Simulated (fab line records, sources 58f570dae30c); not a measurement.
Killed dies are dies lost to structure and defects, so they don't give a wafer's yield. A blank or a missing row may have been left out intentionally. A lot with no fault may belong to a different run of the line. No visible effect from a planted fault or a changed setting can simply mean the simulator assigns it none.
fab line records | flow berkeleyCmos170 | part 1 of 2: steps 1 to 31 of 44
record lots=5 | wafers=15 | lastDay=12
route steps=331 shown ACTIVE@76 PFIELD@79 FIELD@89 SACOX@97 SCREENOX@100 NVT@104 PVT@115
lots untouched by any fault: they come from a run of this same line in which no faults occurred
startH: hours from the record's opening day to when the first of the lot's shown wafers began | waitH: hours since the lot's step before | " identical to the entry in the row above | L1.1+2: a row that stands for several wafers | - either no value or no given start | * or withheld: withheld | < > ~ a bound
route shown NAME@n: a module of which the file shows steps, and the number in the route of the first | usual: the fault-free wafers' mean and standard deviation | same: alike in all rows | chamber/n: place in a boat | sites: per-site readings | _std_site: the standard deviation of these | _edge_site: outer sites' mean less inner sites' | radiusMm: how far each site lies from the wafer's centre | mask NAME#n: copy n | behind: the most recent tool/chamber to have shaped the wafer | hold: reason for holding the lot/hours on hold/outcome of the hold | device: the n, p or np transistor that did not switch | end of line: tests of these same wafers at the route's end | a step without rows: its recipe alone | killed: at the first sort, the dies lost to defects and structure; wafer yield is something else | map: a wafer's dies, marking killed ones x, the rest . and places with no die _
set.NAME: the setting the step ran with; set.NAME@STEP: the setting that earlier step ran with | model.NAME: the simulator's own value behind a step, which no gauge read
lots at selected steps of the route; one table per step, one row per wafer
services: when a tool's chamber went out of use (startH, in hours from the record's first day, below 0 if earlier), for how many hours, and the reason
## steps
# step UCB170_ACTIVE_STRIP_16
# recipe chemistry=O2 | powerW=400 | pressureMtorr=3500 | platenTempC=withheld | o2FlowSccm=400 | overashFraction=0.5
# usual drypumpMotorCurrentA=5.7/0.45 | oesProductAu=0.720/0.0047 | stripTimeToEndpointS=18.04/0.094
lot.wafer | tool           | chamber | startH | waitH | drypumpMotorCurrentA | oesProductAu | rfHoursCounterH | stripTimeToEndpointS
L075.1    | plasmaAsher-03 | 1       | 108.45 | 0.1   | 5.1                  | 0.711        | 30              | 18.10
L075.3    | "              | 0       | "      | "     | 5.8                  | 0.718        | -               | 18.02
L075.4    | "              | 1       | "      | "     | 5.1                  | 0.726        | -               | 18.19
L078.1    | plasmaAsher-01 | 1       | 117.68 | 0.1   | 6.4                  | 0.727        | 32              | 17.98
L078.3    | "              | 1       | "      | "     | 6.4                  | 0.724        | -               | 17.97
L078.6    | "              | 1       | "      | "     | 6.4                  | 0.723        | -               | 18.00
L079.3    | plasmaAsher-03 | 0       | 117.84 | 0.1   | 5.8                  | 0.723        | -               | 18.11
L079.4    | "              | 1       | "      | "     | 5.1                  | 0.722        | -               | 17.98
L079.6    | "              | 1       | "      | "     | 5.1                  | 0.719        | -               | 18.01
L087.1    | plasmaAsher-01 | 0       | 158.31 | 0.1   | 5.3                  | 0.713        | 38              | 18.20
L087.3    | "              | 1       | "      | "     | 6.4                  | 0.717        | -               | 18.09
L087.5    | "              | 0       | "      | "     | 5.3                  | 0.729        | -               | 18.10
L094.1    | plasmaAsher-03 | 1       | 194.88 | 0.1   | 5.1                  | 0.717        | 42              | 18.23
L094.2    | "              | 0       | "      | "     | 5.8                  | 0.714        | 42              | 18.21
L094.5    | "              | 0       | "      | "     | 5.8                  | 0.717        | -               | 18.08
# step UCB170_ACTIVE_CD_MEAS_90
# recipe targetCdNm=1200
# usual cdNm=1200.4/1.3
lot.wafer | tool     | chamber | startH | waitH | cdNm
L075.1    | cdSem-01 | -       | 108.67 | 0.2   | 1202.9
L075.3    | "        | -       | "      | "     | 1202.8
L075.4    | "        | -       | "      | "     | 1201.8
L078.1    | cdSem-01 | -       | 118.15 | 0.4   | 1202.5
L078.3    | "        | -       | "      | "     | 1201.5
L078.6    | "        | -       | "      | "     | 1201.7
L079.3    | cdSem-01 | -       | 118.31 | 0.4   | 1198.9
L079.4    | "        | -       | "      | "     | 1200.6
L079.6    | "        | -       | "      | "     | 1200.4
L087.1    | cdSem-02 | -       | 158.41 | 0.1   | 1199.4
L087.3    | "        | -       | "      | "     | 1200.4
L087.5    | "        | -       | "      | "     | 1199.4
L094.1    | cdSem-02 | -       | 194.98 | 0.1   | 1203.4
L094.2    | "        | -       | "      | "     | 1202.5
L094.5    | "        | -       | "      | "     | 1202.3
# step UCB170_ACTIVE_CLEAN_17
# recipe chemistry=SPM | tempC=120 | timeS=600
lot.wafer  | tool        | chamber | startH | waitH
L075.1+3+4 | wetBench-02 | 2       | 110.80 | 2.1
L078.1+3+6 | wetBench-02 | 1       | 118.27 | 0.1
L079.3+4+6 | wetBench-04 | 2       | 118.39 | 0.1
L087.1+3+5 | wetBench-01 | 3       | 159.94 | 1.5
L094.1+2+5 | wetBench-02 | 1       | 195.10 | 0.1
# step UCB170_PFIELD_HMDS_00
# recipe primeTimeS=60 | primeTempC=100
lot.wafer  | tool          | chamber | startH | waitH
L075.1+3+4 | lithoTrack-03 | 0       | 111.80 | 0.8
L078.1+3+6 | lithoTrack-04 | 0       | 119.35 | 0.9
L079.3+4+6 | lithoTrack-03 | 0       | 119.47 | 0.9
L087.1+3+5 | lithoTrack-04 | 0       | 160.80 | 0.7
L094.1+2+5 | lithoTrack-03 | 0       | 195.27 | 0.0
# step UCB170_PFIELD_COAT_01
# recipe resist=KrF | spinRpm=1500 | resistThkNm=900
# usual spinSpeedRpm=1500.0/0.95
lot.wafer | tool          | chamber | startH | waitH | spinSpeedRpm
L075.1    | lithoTrack-03 | 0       | 111.95 | 0.1   | 1499.4
L075.3    | "             | 0       | "      | "     | 1500.3
L075.4    | "             | 0       | "      | "     | 1500.5
L078.1    | lithoTrack-04 | 0       | 119.50 | 0.1   | 1500.9
L078.3    | "             | 0       | "      | "     | 1499.8
L078.6    | "             | 0       | "      | "     | 1501.3
L079.3    | lithoTrack-03 | 0       | 119.62 | 0.1   | 1499.7
L079.4    | "             | 0       | "      | "     | 1500.6
L079.6    | "             | 0       | "      | "     | 1500.4
L087.1    | lithoTrack-04 | 0       | 160.95 | 0.1   | 1498.9
L087.3    | "             | 0       | "      | "     | 1500.2
L087.5    | "             | 0       | "      | "     | 1499.7
L094.1    | lithoTrack-03 | 0       | 195.42 | 0.1   | 1497.5
L094.2    | "             | 0       | "      | "     | 1499.4
L094.5    | "             | 0       | "      | "     | 1500.5
# step UCB170_PFIELD_SOFTBAKE_02
# recipe resist=KrF | tempC=130 | timeS=60
lot.wafer  | tool          | chamber | startH | waitH
L075.1+3+4 | lithoTrack-03 | 0       | 112.10 | 0.1
L078.1+3+6 | lithoTrack-04 | 0       | 119.65 | 0.1
L079.3+4+6 | lithoTrack-03 | 0       | 119.77 | 0.1
L087.1+3+5 | lithoTrack-04 | 0       | 161.10 | 0.1
L094.1+2+5 | lithoTrack-03 | 0       | 195.57 | 0.1
# step UCB170_PFIELD_EXPOSE_03
# recipe maskId=PFIELD | na=0.5 | sigmaOuter=0.6 | sourceShape=conventional | targetCdNm=1500 | doseMj=30
# usual focusOffsetNm=0.0/0.58
lot.wafer | tool          | chamber | startH | waitH | mask     | focusOffsetNm
L075.1    | krfScanner-01 | 0       | 112.55 | 0.4   | PFIELD#0 | -0.4
L075.3    | "             | 0       | "      | "     | PFIELD#0 | -0.4
L075.4    | "             | 0       | "      | "     | PFIELD#0 | -0.1
L078.1    | krfScanner-01 | 0       | 119.80 | 0.1   | PFIELD#0 | -0.6
L078.3    | "             | 0       | "      | "     | PFIELD#0 | 0.2
L078.6    | "             | 0       | "      | "     | PFIELD#0 | -0.8
L079.3    | krfScanner-01 | 0       | 119.95 | 0.2   | PFIELD#0 | -1.0
L079.4    | "             | 0       | "      | "     | PFIELD#0 | -0.3
L079.6    | "             | 0       | "      | "     | PFIELD#0 | 0.3
L087.1    | krfScanner-02 | 0       | 161.42 | 0.3   | PFIELD#0 | 0.1
L087.3    | "             | 0       | "      | "     | PFIELD#0 | 0.7
L087.5    | "             | 0       | "      | "     | PFIELD#0 | 0.9
L094.1    | krfScanner-01 | 0       | 195.72 | 0.1   | PFIELD#0 | 0.8
L094.2    | "             | 0       | "      | "     | PFIELD#0 | 0.4
L094.5    | "             | 0       | "      | "     | PFIELD#0 | -0.3
# step UCB170_PFIELD_PEB_04
# recipe pebTempC=130 | pebTimeS=withheld | resist=KrF
lot.wafer  | tool          | chamber | startH | waitH
L075.1+3+4 | lithoTrack-03 | 0       | 113.62 | 1.0
L078.1+3+6 | lithoTrack-03 | 0       | 120.69 | 0.9
L079.3+4+6 | lithoTrack-04 | 0       | 120.75 | 0.8
L087.1+3+5 | lithoTrack-04 | 0       | 161.98 | 0.5
L094.1+2+5 | lithoTrack-01 | 0       | 196.49 | 0.7
# step UCB170_PFIELD_DEVELOP_05
# recipe developer=TMAH | developTimeS=45 | resist=KrF | devTempC=21
lot.wafer  | tool          | chamber | startH | waitH
L075.1+3+4 | lithoTrack-03 | 0       | -      | -
L078.1+3+6 | lithoTrack-03 | 0       | -      | -
L079.3+4+6 | lithoTrack-04 | 0       | -      | -
L087.1+3+5 | lithoTrack-04 | 0       | -      | -
L094.1+2+5 | lithoTrack-01 | 0       | -      | -
# step UCB170_PFIELD_OVL_MEAS_06
# usual PFIELD_OVL=4/6.1
lot.wafer | tool       | chamber | startH | waitH | PFIELD_OVL[nm]
L075.1    | overlay-01 | -       | 113.89 | -     | 0
L075.3    | "          | -       | "      | "     | -6
L075.4    | "          | -       | "      | "     | 7
L078.1    | overlay-01 | -       | 120.97 | -     | 7
L078.3    | "          | -       | "      | "     | -5
L078.6    | "          | -       | "      | "     | -8
L079.3    | overlay-02 | -       | 120.98 | -     | 4
L079.4    | "          | -       | "      | "     | 2
L079.6    | "          | -       | "      | "     | -1
L087.1    | overlay-02 | -       | 162.25 | -     | 1
L087.3    | "          | -       | "      | "     | 5
L087.5    | "          | -       | "      | "     | -3
L094.1    | overlay-01 | -       | 196.76 | -     | 9
L094.2    | "          | -       | "      | "     | 10
L094.5    | "          | -       | "      | "     | -5
# step UCB170_PFIELD_IMPLANT_07
# recipe species=B | doseCm2=2e+13 | energyKev=80 | tiltDeg=7
# usual faradayCurrentUA=63.3/1.2
lot.wafer | tool         | chamber | startH | waitH | faradayCurrentUA
L075.1    | implanter-03 | 0       | 113.93 | 0.0   | 63.1
L075.3    | "            | 0       | "      | "     | 62.7
L075.4    | "            | 0       | "      | "     | 66.7
L078.1    | implanter-02 | 0       | 121.01 | 0.0   | 63.9
L078.3    | "            | 0       | "      | "     | 63.3
L078.6    | "            | 0       | "      | "     | 63.1
L079.3    | implanter-03 | 0       | 121.08 | 0.1   | 64.0
L079.4    | "            | 0       | "      | "     | 65.0
L079.6    | "            | 0       | "      | "     | 61.6
L087.1    | implanter-02 | 0       | 162.31 | 0.0   | 63.3
L087.3    | "            | 0       | "      | "     | 61.3
L087.5    | "            | 0       | "      | "     | 64.8
L094.1    | implanter-02 | 0       | 196.80 | 0.0   | 64.7
L094.2    | "            | 0       | "      | "     | 63.5
L094.5    | "            | 0       | "      | "     | 64.6
# step UCB170_PFIELD_STRIP_08
# recipe chemistry=O2 | powerW=400 | pressureMtorr=3500 | platenTempC=withheld | o2FlowSccm=400 | overashFraction=0.5
# usual drypumpMotorCurrentA=5.9/0.45 | oesProductAu=0.734/0.0045 | stripTimeToEndpointS=21.62/0.064
lot.wafer | tool           | chamber | startH | waitH | drypumpMotorCurrentA | oesProductAu | rfHoursCounterH | stripTimeToEndpointS
L075.1    | plasmaAsher-04 | 0       | 114.08 | 0.1   | 5.8                  | 0.736        | 35              | 21.59
L075.3    | "              | 0       | "      | "     | 5.8                  | 0.731        | -               | 21.54
L075.4    | "              | 1       | "      | "     | 5.7                  | 0.735        | -               | 21.62
L078.1    | plasmaAsher-04 | 0       | 121.16 | 0.1   | 5.8                  | 0.732        | 36              | 21.67
L078.3    | "              | 1       | "      | "     | 5.6                  | 0.738        | -               | 21.63
L078.6    | "              | 0       | "      | "     | 5.8                  | 0.732        | -               | 21.62
L079.3    | plasmaAsher-01 | 1       | 121.22 | 0.1   | 6.5                  | 0.739        | -               | 21.65
L079.4    | "              | 0       | "      | "     | 5.3                  | 0.735        | -               | 21.62
L079.6    | "              | 0       | "      | "     | 5.3                  | 0.736        | -               | 21.59
L087.1    | plasmaAsher-01 | 1       | 162.46 | 0.1   | 6.4                  | 0.740        | 38              | 21.65
L087.3    | "              | 1       | "      | "     | 6.4                  | 0.738        | -               | 21.62
L087.5    | "              | 1       | "      | "     | 6.4                  | 0.734        | -               | 21.65
L094.1    | plasmaAsher-02 | 1       | 196.95 | 0.1   | 5.8                  | 0.730        | 9               | 21.63
L094.2    | "              | 0       | "      | "     | 6.5                  | 0.740        | 9               | 21.65
L094.5    | "              | 1       | "      | "     | 5.7                  | 0.730        | -               | 21.67
# step UCB170_PFIELD_TW_MEAS_09
# usual PFIELD_TW=605/4.7
lot.wafer | tool         | chamber | startH | waitH | PFIELD_TW
L075.1    | filmMetro-01 | -       | 114.18 | 0.1   | 607
L075.3    | "            | -       | "      | "     | 608
L075.4    | "            | -       | "      | "     | 608
L078.1    | filmMetro-02 | -       | 121.26 | 0.1   | 600
L078.3    | "            | -       | "      | "     | 598
L078.6    | "            | -       | "      | "     | 595
L079.3    | filmMetro-01 | -       | 121.30 | 0.1   | 608
L079.4    | "            | -       | "      | "     | 608
L079.6    | "            | -       | "      | "     | 609
L087.1    | filmMetro-02 | -       | 162.56 | 0.1   | 599
L087.3    | "            | -       | "      | "     | 601
L087.5    | "            | -       | "      | "     | 600
L094.1    | filmMetro-04 | -       | 197.05 | 0.1   | 607
L094.2    | "            | -       | "      | "     | 607
L094.5    | "            | -       | "      | "     | 604
# step UCB170_FIELD_CLEAN_00
# recipe chemistry=dHF | dilution=25:1 | timeS=7.5
lot.wafer  | tool        | chamber | startH | waitH
L075.1+3+4 | wetBench-03 | 3       | 114.27 | 0.1
L078.1+3+6 | wetBench-03 | 0       | 121.54 | 0.3
L079.3+4+6 | wetBench-03 | 2       | 121.54 | 0.2
L087.1+3+5 | wetBench-03 | 3       | 162.64 | 0.1
L094.1+2+5 | wetBench-02 | 3       | 197.11 | 0.1
# step UCB170_FIELD_OXIDATION_01
# recipe tempC=1000 | ambient=H2O | pH2oTorr=584.62 | targetThkA=5583 | oxTimeS=7200
# usual spikeTcSourceC=1024/3.5
lot.wafer | tool       | chamber | startH | waitH | spikeTcSourceC
L075.1    | furnace-02 | 0       | 115.55 | 1.3   | 1021
L075.3    | "          | 0       | "      | "     | 1020
L075.4    | "          | 0       | "      | "     | 1024
L078.1    | furnace-02 | 0       | 124.75 | 3.2   | 1020
L078.3    | "          | 0       | "      | "     | 1021
L078.6    | "          | 0       | "      | "     | 1022
L079.3    | furnace-02 | 0       | 124.75 | 3.2   | 1021
L079.4    | "          | 0       | "      | "     | 1019
L079.6    | "          | 0       | "      | "     | 1021
L087.1    | furnace-04 | 0       | 162.94 | 0.3   | 1029
L087.3    | "          | 0       | "      | "     | 1027
L087.5    | "          | 0       | "      | "     | 1029
L094.1    | furnace-02 | 0       | 200.96 | 3.8   | 1021
L094.2    | "          | 0       | "      | "     | 1021
L094.5    | "          | 0       | "      | "     | 1020
# step UCB170_FIELD_THK_MEAS_02
# recipe reads=SiO2_of_FIELD_OXIDATION_01
# usual FIELD_OXIDE_THK=558/7.9
lot.wafer | tool         | chamber | startH | waitH | FIELD_OXIDE_THK[nm]
L075.1    | filmMetro-04 | -       | 118.55 | 0.0   | 568
L075.3    | "            | -       | "      | "     | 562
L075.4    | "            | -       | "      | "     | 561
L078.1    | filmMetro-01 | -       | 127.75 | 0.0   | 553
L078.3    | "            | -       | "      | "     | 560
L078.6    | "            | -       | "      | "     | 549
L079.3    | filmMetro-04 | -       | 127.77 | 0.0   | 546
L079.4    | "            | -       | "      | "     | 550
L079.6    | "            | -       | "      | "     | 550
L087.1    | filmMetro-01 | -       | 166.00 | 0.1   | 557
L087.3    | "            | -       | "      | "     | 560
L087.5    | "            | -       | "      | "     | 552
L094.1    | filmMetro-04 | -       | 203.96 | 0.0   | 554
L094.2    | "            | -       | "      | "     | 560
L094.5    | "            | -       | "      | "     | 562
# step UCB170_FIELD_ANNEAL_03
# recipe tempC=1000 | timeS=1200 | ambient=N2
# usual spikeTcSourceC=1027.8/2.3
lot.wafer | tool       | chamber | startH | waitH | spikeTcSourceC
L075.1    | furnace-01 | 0       | 121.37 | 2.8   | 1031.3
L075.3    | "          | 0       | "      | "     | 1030.0
L075.4    | "          | 0       | "      | "     | 1027.4
L078.1    | furnace-04 | 0       | 132.49 | 4.7   | 1027.8
L078.3    | "          | 0       | "      | "     | 1027.6
L078.6    | "          | 0       | "      | "     | 1025.7
L079.3    | furnace-04 | 0       | 132.49 | 4.7   | 1027.3
L079.4    | "          | 0       | "      | "     | 1026.1
L079.6    | "          | 0       | "      | "     | 1027.1
L087.1    | furnace-01 | 0       | 170.55 | 4.5   | 1028.7
L087.3    | "          | 0       | "      | "     | 1027.9
L087.5    | "          | 0       | "      | "     | 1029.3
L094.1    | furnace-01 | 0       | 207.56 | 3.6   | 1028.6
L094.2    | "          | 0       | "      | "     | 1029.9
L094.5    | "          | 0       | "      | "     | 1029.4
# step UCB170_FIELD_WET_ETCH_04
# recipe chemistry=dHF | dilution=10:1 | target=SiO2 | tempC=25 | timeS=60
lot.wafer  | tool        | chamber | startH | waitH
L075.1+3+4 | wetBench-03 | 0       | 122.74 | 0.0
L078.1+3+6 | wetBench-03 | 0       | 133.82 | 0.0
L079.3+4+6 | wetBench-03 | 3       | 133.82 | 0.0
L087.1+3+5 | wetBench-03 | 2       | 171.89 | 0.0
L094.1+2+5 | wetBench-03 | 1       | 208.89 | 0.0
# step UCB170_FIELD_WET_ETCH_05
# recipe chemistry=H3PO4 | target=Si3N4 | tempC=160 | timeS=12600
lot.wafer  | tool        | chamber | startH | waitH
L075.1+3+4 | wetBench-03 | 2       | 122.77 | 0.0
L078.1+3+6 | wetBench-02 | 3       | 133.84 | 0.0
L079.3+4+6 | wetBench-02 | 1       | 133.84 | 0.0
L087.1+3+5 | wetBench-01 | 1       | 171.91 | 0.0
L094.1+2+5 | wetBench-03 | 3       | 208.92 | 0.0
# step UCB170_FIELD_WET_ETCH_06
# recipe chemistry=BOE | dilution=5:1 | target=SiO2 | tempC=25 | timeS=22
lot.wafer  | tool        | chamber | startH | waitH
L075.1+3+4 | wetBench-02 | 1       | 126.28 | 0.0
L078.1+3+6 | wetBench-01 | 0       | 137.67 | 0.0
L079.3+4+6 | wetBench-01 | 2       | 137.67 | 0.0
L087.1+3+5 | wetBench-03 | 2       | 175.42 | 0.0
L094.1+2+5 | wetBench-03 | 3       | 212.60 | 0.2
# step UCB170_FIELD_THK_MEAS_90
# recipe reads=SiO2_of_FIELD_OXIDATION_01
# usual FIELD_OXIDE_LEFT_1_THK=441/7.8
lot.wafer | tool         | chamber | startH | waitH | FIELD_OXIDE_LEFT_1_THK[nm]
L075.1    | filmMetro-01 | -       | 126.29 | 0.0   | 452
L075.3    | "            | -       | "      | "     | 446
L075.4    | "            | -       | "      | "     | 445
L079.3    | filmMetro-04 | -       | 137.71 | 0.0   | 430
L079.4    | "            | -       | "      | "     | 434
L079.6    | "            | -       | "      | "     | 434
L078.1    | filmMetro-03 | -       | 137.75 | 0.1   | 436
L078.3    | "            | -       | "      | "     | 442
L078.6    | "            | -       | "      | "     | 432
L087.1    | filmMetro-04 | -       | 175.44 | 0.0   | 441
L087.3    | "            | -       | "      | "     | 444
L087.5    | "            | -       | "      | "     | 436
L094.1    | filmMetro-03 | -       | 212.62 | 0.0   | 439
L094.2    | "            | -       | "      | "     | 444
L094.5    | "            | -       | "      | "     | 446
# step UCB170_SACOX_CLEAN_00
# recipe chemistry=dHF | dilution=25:1 | timeS=7.5
lot.wafer  | tool        | chamber | startH | waitH
L075.1+3+4 | wetBench-03 | 2       | 126.35 | 0.1
L079.3+4+6 | wetBench-04 | 1       | 137.75 | 0.0
L078.1+3+6 | wetBench-03 | 1       | 137.81 | 0.1
L087.1+3+5 | wetBench-03 | 1       | 175.50 | 0.1
L094.1+2+5 | wetBench-03 | 3       | 212.81 | 0.2
# step UCB170_SACOX_OXIDATION_01
# recipe tempC=900 | ambient=O2 | targetThkA=144 | oxTimeS=2400
# usual spikeTcSourceC=924/3.4
lot.wafer | tool       | chamber | startH | waitH | spikeTcSourceC
L075.1    | furnace-01 | 0       | 132.25 | 5.9   | 928
L075.3    | "          | 0       | "      | "     | 929
L075.4    | "          | 0       | "      | "     | 928
L078.1    | furnace-02 | 0       | 140.87 | 3.0   | 920
L078.3    | "          | 0       | "      | "     | 920
L078.6    | "          | 0       | "      | "     | 918
L079.3    | furnace-02 | 0       | 140.87 | 3.1   | 918
L079.4    | "          | 0       | "      | "     | 919
L079.6    | "          | 0       | "      | "     | 920
L087.1    | furnace-04 | 0       | 176.47 | 1.0   | 929
L087.3    | "          | 0       | "      | "     | 926
L087.5    | "          | 0       | "      | "     | 926
L094.1    | furnace-04 | 0       | 217.90 | 5.1   | 925
L094.2    | "          | 0       | "      | "     | 927
L094.5    | "          | 0       | "      | "     | 928
# step UCB170_SACOX_THK_MEAS_02
# recipe reads=SiO2_of_SACOX_OXIDATION_01
# usual SACOX_OXIDE_THK=14.2/0.32
lot.wafer | tool         | chamber | startH | waitH | SACOX_OXIDE_THK[nm]
L075.1    | filmMetro-01 | -       | 133.92 | 0.0   | 13.9
L075.3    | "            | -       | "      | "     | 13.8
L075.4    | "            | -       | "      | "     | 14.3
L078.1    | filmMetro-02 | -       | 142.53 | 0.0   | 14.2
L078.3    | "            | -       | "      | "     | 14.3
L078.6    | "            | -       | "      | "     | 14.2
L079.3    | filmMetro-03 | -       | 142.55 | 0.0   | 14.0
L079.4    | "            | -       | "      | "     | 14.2
L079.6    | "            | -       | "      | "     | 14.0
L087.1    | filmMetro-03 | -       | 178.26 | 0.1   | 14.2
L087.3    | "            | -       | "      | "     | 14.1
L087.5    | "            | -       | "      | "     | 14.1
L094.1    | filmMetro-01 | -       | 219.56 | 0.0   | 14.3
L094.2    | "            | -       | "      | "     | 14.3
L094.5    | "            | -       | "      | "     | 14.3
# step UCB170_SCREENOX_WET_ETCH_00
# recipe chemistry=dHF | dilution=25:1 | target=SiO2 | tempC=25 | timeS=200
lot.wafer  | tool        | chamber | startH | waitH
L075.1+3+4 | wetBench-03 | 3       | 134.21 | 0.3
L078.1+3+6 | wetBench-03 | 0       | 142.59 | 0.1
L079.3+4+6 | wetBench-03 | 1       | 142.59 | 0.0
L087.1+3+5 | wetBench-03 | 2       | 178.32 | 0.1
L094.1+2+5 | wetBench-03 | 2       | 219.69 | 0.1
# step UCB170_SCREENOX_OXIDATION_01
# recipe tempC=900 | ambient=O2 | targetThkA=144 | oxTimeS=2400
# usual spikeTcSourceC=926/3.4
lot.wafer | tool       | chamber | startH | waitH | spikeTcSourceC
L075.1    | furnace-01 | 0       | 138.67 | 4.4   | 929
L075.3    | "          | 0       | "      | "     | 928
L075.4    | "          | 0       | "      | "     | 929
L078.1    | furnace-01 | 0       | 145.67 | 3.0   | 928
L078.3    | "          | 0       | "      | "     | 927
L078.6    | "          | 0       | "      | "     | 928
L079.3    | furnace-01 | 0       | 145.67 | 3.0   | 928
L079.4    | "          | 0       | "      | "     | 929
L079.6    | "          | 0       | "      | "     | 929
L087.1    | furnace-01 | 0       | 183.59 | 5.2   | 928
L087.3    | "          | 0       | "      | "     | 928
L087.5    | "          | 0       | "      | "     | 928
L094.1    | furnace-01 | 0       | 225.34 | 5.6   | 927
L094.2    | "          | 0       | "      | "     | 927
L094.5    | "          | 0       | "      | "     | 928
# step UCB170_SCREENOX_THK_MEAS_02
# recipe reads=SiO2_of_SCREENOX_OXIDATION_01
# usual SCREENOX_OXIDE_THK=14.45/0.26
lot.wafer | tool         | chamber | startH | waitH | SCREENOX_OXIDE_THK[nm]
L075.1    | filmMetro-02 | -       | 140.34 | 0.0   | 14.02
L075.3    | "            | -       | "      | "     | 14.18
L075.4    | "            | -       | "      | "     | 14.08
L078.1    | filmMetro-03 | -       | 147.34 | 0.0   | 14.51
L078.3    | "            | -       | "      | "     | 14.43
L078.6    | "            | -       | "      | "     | 14.38
L079.3    | filmMetro-02 | -       | 147.36 | 0.0   | 14.22
L079.4    | "            | -       | "      | "     | 14.07
L079.6    | "            | -       | "      | "     | 14.07
L087.1    | filmMetro-04 | -       | 185.38 | 0.1   | 14.34
L087.3    | "            | -       | "      | "     | 14.23
L087.5    | "            | -       | "      | "     | 14.14
L094.1    | filmMetro-04 | -       | 227.01 | 0.0   | 14.58
L094.2    | "            | -       | "      | "     | 14.39
L094.5    | "            | -       | "      | "     | 14.60
# step UCB170_SCREENOX_ANNEAL_03
# recipe tempC=900 | timeS=900 | ambient=N2
# usual spikeTcSourceC=926.6/1.9
lot.wafer | tool       | chamber | startH | waitH | spikeTcSourceC
L075.1    | furnace-04 | 0       | 143.05 | 2.7   | 927.3
L075.3    | "          | 0       | "      | "     | 925.3
L075.4    | "          | 0       | "      | "     | 926.1
L078.1    | furnace-04 | 0       | 149.40 | 2.0   | 927.2
L078.3    | "          | 0       | "      | "     | 926.2
L078.6    | "          | 0       | "      | "     | 927.6
L079.3    | furnace-04 | 0       | 149.40 | 2.0   | 926.7
L079.4    | "          | 0       | "      | "     | 924.6
L079.6    | "          | 0       | "      | "     | 926.4
L087.1    | furnace-01 | 0       | 194.19 | 8.8   | 928.1
L087.3    | "          | 0       | "      | "     | 927.3
L087.5    | "          | 0       | "      | "     | 926.8
L094.1    | furnace-01 | 0       | 232.20 | 5.2   | 927.3
L094.2    | "          | 0       | "      | "     | 928.7
L094.5    | "          | 0       | "      | "     | 927.7
# step UCB170_NVT_HMDS_00
# recipe primeTimeS=60 | primeTempC=100
lot.wafer  | tool          | chamber | startH | waitH
L075.1+3+4 | lithoTrack-04 | 0       | 144.98 | 0.7
L078.1+3+6 | lithoTrack-04 | 0       | 152.40 | 1.7
L079.3+4+6 | lithoTrack-01 | 0       | 152.48 | 1.8
L087.1+3+5 | lithoTrack-02 | 0       | 196.45 | 1.0
L094.1+2+5 | lithoTrack-04 | 0       | 233.45 | 0.0
# step UCB170_NVT_COAT_01
# recipe resist=KrF | spinRpm=1500 | resistThkNm=900
# usual spinSpeedRpm=1499.8/1.1
lot.wafer | tool          | chamber | startH | waitH | spinSpeedRpm
L075.1    | lithoTrack-04 | 0       | 145.13 | 0.1   | 1500.2
L075.3    | "             | 0       | "      | "     | 1500.4
L075.4    | "             | 0       | "      | "     | 1501.7
L078.1    | lithoTrack-04 | 0       | 152.55 | 0.1   | 1499.1
L078.3    | "             | 0       | "      | "     | 1500.4
L078.6    | "             | 0       | "      | "     | 1500.4
L079.3    | lithoTrack-01 | 0       | 152.63 | 0.1   | 1500.3
L079.4    | "             | 0       | "      | "     | 1499.0
L079.6    | "             | 0       | "      | "     | 1500.2
L087.1    | lithoTrack-02 | 0       | 196.60 | 0.1   | 1501.8
L087.3    | "             | 0       | "      | "     | 1501.1
L087.5    | "             | 0       | "      | "     | 1498.9
L094.1    | lithoTrack-04 | 0       | 233.60 | 0.1   | 1500.1
L094.2    | "             | 0       | "      | "     | 1499.9
L094.5    | "             | 0       | "      | "     | 1501.6
# step UCB170_NVT_SOFTBAKE_02
# recipe resist=KrF | tempC=130 | timeS=60
lot.wafer  | tool          | chamber | startH | waitH
L075.1+3+4 | lithoTrack-04 | 0       | 145.28 | 0.1
L078.1+3+6 | lithoTrack-04 | 0       | 152.70 | 0.1
L079.3+4+6 | lithoTrack-01 | 0       | 152.78 | 0.1
L087.1+3+5 | lithoTrack-02 | 0       | 196.75 | 0.1
L094.1+2+5 | lithoTrack-04 | 0       | 233.75 | 0.1
